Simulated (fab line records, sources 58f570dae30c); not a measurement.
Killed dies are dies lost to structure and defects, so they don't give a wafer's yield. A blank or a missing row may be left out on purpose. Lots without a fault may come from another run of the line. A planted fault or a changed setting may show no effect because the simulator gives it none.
Split-lot experiment | flow berkeley_cmos170 | 5 lots, 23 wafers read, on a route of 331 steps

THE SPLIT
At UCB170_GATE_CVD_04 (deposits poly-Si from SiH4, time 1440 s, target thk 214 nm), the setting time_s was moved away from the recipe's 1440 s on 20 of the 23 wafers read, by -11.0% to +14.0%. The other wafers ran this setting at the recipe's value.

The file shows no step between the split and the reading.

THE READING
GATE_POLY_THK, in nm, at UCB170_GATE_THK_MEAS_05. Fault-free wafers of this fab line usually give 212.4 nm, standard deviation 2.8 nm.

wafer  | tool, chamber at the split | time_s as run, s | against the recipe | GATE_POLY_THK, nm | against lot-mates on the recipe
L075.2 | -, -                       | 1641             | +14.0%             | 238.6             | no lot-mate on the recipe
L075.3 | -, -                       | 1641             | +14.0%             | 238.6             | no lot-mate on the recipe
L075.4 | -, -                       | 1641             | +14.0%             | 237.4             | no lot-mate on the recipe
L075.5 | -, -                       | 1641             | +14.0%             | 241.3             | no lot-mate on the recipe
L075.6 | -, -                       | 1641             | +14.0%             | 240.1             | no lot-mate on the recipe
L078.1 | -, -                       | 1282             | -11.0%             | 187.3             | no lot-mate on the recipe
L078.2 | -, -                       | 1282             | -11.0%             | 188.9             | no lot-mate on the recipe
L078.3 | -, -                       | 1282             | -11.0%             | 187.4             | no lot-mate on the recipe
L078.4 | -, -                       | 1282             | -11.0%             | 188.8             | no lot-mate on the recipe
L078.5 | -, -                       | 1282             | -11.0%             | 189.0             | no lot-mate on the recipe
L081.1 | -, -                       | 1602             | +11.3%             | 240.0             | no lot-mate on the recipe
L081.2 | -, -                       | 1602             | +11.3%             | 240.0             | no lot-mate on the recipe
L081.3 | -, -                       | 1602             | +11.3%             | 237.4             | no lot-mate on the recipe
L081.5 | -, -                       | 1602             | +11.3%             | 239.1             | no lot-mate on the recipe
L081.6 | -, -                       | 1602             | +11.3%             | 238.8             | no lot-mate on the recipe
L080.1 | -, -                       | 1594             | +10.7%             | 233.6             | no lot-mate on the recipe
L080.2 | -, -                       | 1594             | +10.7%             | 236.1             | no lot-mate on the recipe
L080.3 | -, -                       | 1594             | +10.7%             | 236.3             | no lot-mate on the recipe
L080.5 | -, -                       | 1594             | +10.7%             | 235.7             | no lot-mate on the recipe
L080.6 | -, -                       | 1594             | +10.7%             | 233.9             | no lot-mate on the recipe
L082.1 | lpcvd-01, 0                | 1440             | recipe             | 214.0             | -
L082.2 | lpcvd-01, 0                | 1440             | recipe             | 213.3             | -
L082.6 | lpcvd-01, 0                | 1440             | recipe             | 216.0             | -

THE FIT
A straight line over all 23 wafers: GATE_POLY_THK changes by +2.12 nm for each +1% of time_s; r = +0.99; the points scatter about the line by 2.4 nm.
Too few moved wafers have a lot-mate on the recipe to fit a line with each lot's own level taken away.

THE WHOLE CHAIN: every reading that the file lists as answering this split, in the file's order
step                    | what it does                                               | reading                                                                        | change (the file's fit)              | r (the file's)
UCB170_GATE_CVD_04      | deposits poly-Si from SiH4, time 1440 s, target thk 214 nm | poly-Si_of_GATE_CVD_04.thk_nm (the simulator's own value, which no gauge read) | +2.12 nm for each +1% of the setting | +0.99
UCB170_GATE_THK_MEAS_05 |                                                            | GATE_POLY_THK                                                                  | +2.12 for each +1% of the setting    | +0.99

THE FILE'S OWN FIT
GATE_POLY_THK changes by +2.12 nm for each +1% of time_s, r = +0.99.
